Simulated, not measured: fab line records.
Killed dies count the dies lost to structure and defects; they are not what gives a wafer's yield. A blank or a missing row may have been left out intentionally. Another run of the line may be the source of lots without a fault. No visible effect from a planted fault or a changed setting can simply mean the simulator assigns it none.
What tool caused it? || flow rit-cmos || Sampling: 13 lots, 39 wafers, 2 of 202 route steps

== WHAT THE GAUGES READ, wafer by wafer ==
The record holds no reading of a measuring or inspecting step that can be judged against a usual standard deviation.

== WHAT TOOL EACH LOT RAN ON (gives the tool, then ch and the chambers of the sampled wafers, and finally the start) ==
{"lot": "L188", "RIT_PRETRO_STRIP_09": "plasma-asher-01 ch 0,1, day 2 09:32", "RIT_M1_PROBE_99": "prober-02, day 3 13:52"}
{"lot": "L189", "RIT_PRETRO_STRIP_09": "plasma-asher-04 ch 0,1, day 2 17:01", "RIT_M1_PROBE_99": "prober-01, day 4 00:20"}
{"lot": "L190", "RIT_PRETRO_STRIP_09": "plasma-asher-03 ch 0, day 2 19:37", "RIT_M1_PROBE_99": "prober-02, day 4 03:56"}
{"lot": "L191", "RIT_PRETRO_STRIP_09": "plasma-asher-01 ch 0,1, day 3 00:32", "RIT_M1_PROBE_99": "prober-01, day 4 07:01"}
{"lot": "L194", "RIT_PRETRO_STRIP_09": "plasma-asher-01 ch 1, day 3 18:30", "RIT_M1_PROBE_99": "prober-02, day 4 22:23"}
{"lot": "L199", "RIT_PRETRO_STRIP_09": "plasma-asher-04 ch 0,1, day 4 20:01", "RIT_M1_PROBE_99": "prober-01, day 5 23:28"}
{"lot": "L202", "RIT_PRETRO_STRIP_09": "plasma-asher-03 ch 0,1, day 5 07:51", "RIT_M1_PROBE_99": "prober-02, day 6 13:47"}
{"lot": "L203", "RIT_PRETRO_STRIP_09": "plasma-asher-03 ch 0,1, day 5 13:38", "RIT_M1_PROBE_99": "prober-01, day 6 15:50"}
{"lot": "L204", "RIT_PRETRO_STRIP_09": "plasma-asher-03 ch 0,1, day 5 16:24", "RIT_M1_PROBE_99": "prober-02, day 6 19:02"}
{"lot": "L206", "RIT_PRETRO_STRIP_09": "plasma-asher-03 ch 0,1, day 6 06:14", "RIT_M1_PROBE_99": "prober-02, day 7 10:16"}
{"lot": "L209", "RIT_PRETRO_STRIP_09": "plasma-asher-04 ch 0,1, day 6 20:53", "RIT_M1_PROBE_99": "prober-01, day 8 00:26"}
{"lot": "L210", "RIT_PRETRO_STRIP_09": "plasma-asher-03 ch 0,1, day 7 01:44", "RIT_M1_PROBE_99": "prober-02, day 8 04:49"}
{"lot": "L211", "RIT_PRETRO_STRIP_09": "plasma-asher-04 ch 0,1, day 7 03:03", "RIT_M1_PROBE_99": "prober-01, day 8 06:13"}
- RIT_PRETRO_STRIP_09: strips in O2, time 180 s.
- RIT_M1_PROBE_99

== WHAT THE TOOLS THEMSELVES READ (means of the sampled wafers that have a number; where no wafer has one, the mark that the record gives instead) ==
RIT_PRETRO_STRIP_09. Usual: drypump-motor-current-A 5.98 A, standard deviation 0.29; o2-flow-sccm 4000 sccm, standard deviation 11; rf-refl-power-W 7.0 W, standard deviation 1.2; run-length-s 208.6 s, standard deviation 0.42.
{"lot": "L188", "tool": "plasma-asher-01", "drypump-motor-current-A (A)": 5.90, "o2-flow-sccm (sccm)": 3990, "rf-refl-power-W (W)": 5.8, "run-length-s (s)": 208.8, "flag": ""}
{"lot": "L189", "tool": "plasma-asher-04", "drypump-motor-current-A (A)": 5.84, "o2-flow-sccm (sccm)": 4004, "rf-refl-power-W (W)": 7.5, "run-length-s (s)": 208.2, "flag": ""}
{"lot": "L190", "tool": "plasma-asher-03", "drypump-motor-current-A (A)": 5.93, "o2-flow-sccm (sccm)": 3988, "rf-refl-power-W (W)": 8.7, "run-length-s (s)": 208.8, "flag": ""}
{"lot": "L191", "tool": "plasma-asher-01", "drypump-motor-current-A (A)": 5.91, "o2-flow-sccm (sccm)": 3999, "rf-refl-power-W (W)": 5.9, "run-length-s (s)": 209.0, "flag": ""}
{"lot": "L194", "tool": "plasma-asher-01", "drypump-motor-current-A (A)": 6.08, "o2-flow-sccm (sccm)": 4001, "rf-refl-power-W (W)": 6.0, "run-length-s (s)": 208.8, "flag": ""}
{"lot": "L199", "tool": "plasma-asher-04", "drypump-motor-current-A (A)": 6.07, "o2-flow-sccm (sccm)": 4000, "rf-refl-power-W (W)": 7.6, "run-length-s (s)": 27.4, "flag": "OFF"}
{"lot": "L202", "tool": "plasma-asher-03", "drypump-motor-current-A (A)": 6.17, "o2-flow-sccm (sccm)": 4009, "rf-refl-power-W (W)": 6.7, "run-length-s (s)": 208.4, "flag": ""}
{"lot": "L203", "tool": "plasma-asher-03", "drypump-motor-current-A (A)": 6.19, "o2-flow-sccm (sccm)": 3986, "rf-refl-power-W (W)": 7.1, "run-length-s (s)": 208.6, "flag": ""}
{"lot": "L204", "tool": "plasma-asher-03", "drypump-motor-current-A (A)": 6.05, "o2-flow-sccm (sccm)": 4000, "rf-refl-power-W (W)": 7.7, "run-length-s (s)": 208.8, "flag": ""}
{"lot": "L206", "tool": "plasma-asher-03", "drypump-motor-current-A (A)": 6.06, "o2-flow-sccm (sccm)": 4006, "rf-refl-power-W (W)": 7.7, "run-length-s (s)": 208.9, "flag": ""}
{"lot": "L209", "tool": "plasma-asher-04", "drypump-motor-current-A (A)": 6.05, "o2-flow-sccm (sccm)": 3998, "rf-refl-power-W (W)": 7.7, "run-length-s (s)": 208.3, "flag": ""}
{"lot": "L210", "tool": "plasma-asher-03", "drypump-motor-current-A (A)": 6.19, "o2-flow-sccm (sccm)": 4005, "rf-refl-power-W (W)": 7.0, "run-length-s (s)": 208.4, "flag": ""}
{"lot": "L211", "tool": "plasma-asher-04", "drypump-motor-current-A (A)": 5.83, "o2-flow-sccm (sccm)": 3999, "rf-refl-power-W (W)": 7.1, "run-length-s (s)": 208.5, "flag": ""}

RIT_M1_PROBE_99. Usual: killed-at-contacts 0.1, standard deviation 0.31; killed-at-front-end 7, standard deviation 3; killed-dies 7, standard deviation 3; killed-on-rim 1.8, standard deviation 1.2; killed-open 3.2, standard deviation 1.9; killed-short 3.6, standard deviation 2.2.
{"lot": "L188", "tool": "prober-02", "killed-at-contacts": 0.0, "killed-at-front-end": 8, "killed-dies": 8, "killed-on-rim": 2.7, "killed-open": 4.0, "killed-short": 3.7, "flag": ""}
{"lot": "L189", "tool": "prober-01", "killed-at-contacts": 0.0, "killed-at-front-end": 7, "killed-dies": 7, "killed-on-rim": 1.7, "killed-open": 2.7, "killed-short": 3.3, "flag": ""}
{"lot": "L190", "tool": "prober-02", "killed-at-contacts": 0.3, "killed-at-front-end": 7, "killed-dies": 8, "killed-on-rim": 1.7, "killed-open": 4.0, "killed-short": 3.7, "flag": ""}
{"lot": "L191", "tool": "prober-01", "killed-at-contacts": 0.0, "killed-at-front-end": 10, "killed-dies": 10, "killed-on-rim": 3.3, "killed-open": 5.0, "killed-short": 4.7, "flag": ""}
{"lot": "L194", "tool": "prober-02", "killed-at-contacts": 0.0, "killed-at-front-end": 11, "killed-dies": 11, "killed-on-rim": 2.3, "killed-open": 6.0, "killed-short": 4.7, "flag": ""}
{"lot": "L199", "tool": "prober-01", "killed-at-contacts": 0.0, "killed-at-front-end": 264, "killed-dies": 264, "killed-on-rim": 70.0, "killed-open": 2.7, "killed-short": 3.3, "flag": "OFF"}
{"lot": "L202", "tool": "prober-02", "killed-at-contacts": 0.3, "killed-at-front-end": 8, "killed-dies": 8, "killed-on-rim": 1.0, "killed-open": 3.0, "killed-short": 5.3, "flag": ""}
{"lot": "L203", "tool": "prober-01", "killed-at-contacts": 0.0, "killed-at-front-end": 5, "killed-dies": 5, "killed-on-rim": 1.3, "killed-open": 3.0, "killed-short": 2.0, "flag": ""}
{"lot": "L204", "tool": "prober-02", "killed-at-contacts": 0.3, "killed-at-front-end": 10, "killed-dies": 11, "killed-on-rim": 3.3, "killed-open": 4.3, "killed-short": 6.3, "flag": ""}
{"lot": "L206", "tool": "prober-02", "killed-at-contacts": 0.0, "killed-at-front-end": 10, "killed-dies": 10, "killed-on-rim": 2.3, "killed-open": 5.7, "killed-short": 4.0, "flag": ""}
{"lot": "L209", "tool": "prober-01", "killed-at-contacts": 0.7, "killed-at-front-end": 9, "killed-dies": 10, "killed-on-rim": 2.0, "killed-open": 3.3, "killed-short": 6.7, "flag": ""}
{"lot": "L210", "tool": "prober-02", "killed-at-contacts": 0.0, "killed-at-front-end": 5, "killed-dies": 5, "killed-on-rim": 2.0, "killed-open": 2.3, "killed-short": 3.0, "flag": ""}
{"lot": "L211", "tool": "prober-01", "killed-at-contacts": 0.0, "killed-at-front-end": 5, "killed-dies": 5, "killed-on-rim": 2.0, "killed-open": 3.0, "killed-short": 2.0, "flag": ""}

== THE ANSWER, worked out from the rows above alone ==
Rule: take the mean of a lot's wafers that have a number; if it is more than 3 standard deviations from the usual mean, the lot is off. Also off: a lot with no number at a reading for which 4 or more lots have one. Where the step has rows for the other lots, those lots are counted as sound. First the gauges in route order, then the tools' own readings, where a lot's mean is used as printed above. The first step at which some lot is off is used, and at that step the reading that is off furthest; a lot without a number counts as furthest.
Off: L199, at RIT_PRETRO_STRIP_09 (run-length-s).
If a tool, at that step or one of the process steps before it, ran each lot that is off and ran no sound lot following the first of them, it fits. Not one of the candidates tried fits.

== WHAT THE SIMULATOR HAD INSERTED ==
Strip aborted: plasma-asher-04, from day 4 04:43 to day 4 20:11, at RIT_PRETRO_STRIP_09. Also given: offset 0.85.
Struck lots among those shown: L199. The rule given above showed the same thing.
